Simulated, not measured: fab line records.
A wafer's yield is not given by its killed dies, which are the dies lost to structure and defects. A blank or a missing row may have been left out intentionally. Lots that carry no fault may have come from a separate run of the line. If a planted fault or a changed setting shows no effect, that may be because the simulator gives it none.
Matching of chambers ; flow berkeleyCmos170 ; UCB170_ACTIVE_ETCH_15 on rieDiel-01: 4 sister chambers
The step etches Si3N4 in CH3F/Ar/O2, stops on SiO2, target depth 242 nm, time 151 s. 8 wafers are shown with their chamber, then 7 later ones without.

## WAFERS, EACH WITH ITS CHAMBER
wafer;chamber;drypumpMotorCurrentA (A);throttleValvePct (%)
L230.3;1;4.8;7.88
L230.4;3;5.1;8.17
L233.1;1;4.9;7.89
L233.5;2;5.6;8.05
L232.3;2;5.6;8.05
L232.5;0;6.4;7.93
L239.1;0;6.4;7.92
L239.3;3;5.1;8.20

## WAFERS MISSING THEIR CHAMBER
wafer;drypumpMotorCurrentA (A);throttleValvePct (%)
L239.4;4.9;7.88
L244.1;5.6;8.05
L244.4;6.4;7.92
L244.5;6.4;7.92
L243.1;5.6;8.05
L243.5;6.4;7.92
L243.6;5.1;8.19

## EACH ONE'S CHAMBER
wafer;from the rows above;in truth
L239.4;1;1
L244.1;2;2
L244.4;0;0
L244.5;0;0
L243.1;2;2
L243.5;0;0
L243.6;3;3
Correctly placed: 7 of 7. Left unplaced by these rows: 0. 0 placed wrongly.
How it was worked out, from the rows above alone: a wafer's distance from a chamber is the root of the sum, over the readings, of the square of ((its reading less the chamber's mean) divided by the reading's scatter). The wafer belongs to the nearest chamber; if the next one is less than 2 further off, it can't be placed. Each chamber's mean is taken over the wafers shown for it. The scatter is the square root of a quotient: the sum, over the shown wafers, of each reading's squared deviation from its chamber's mean, divided by wafers minus chambers.
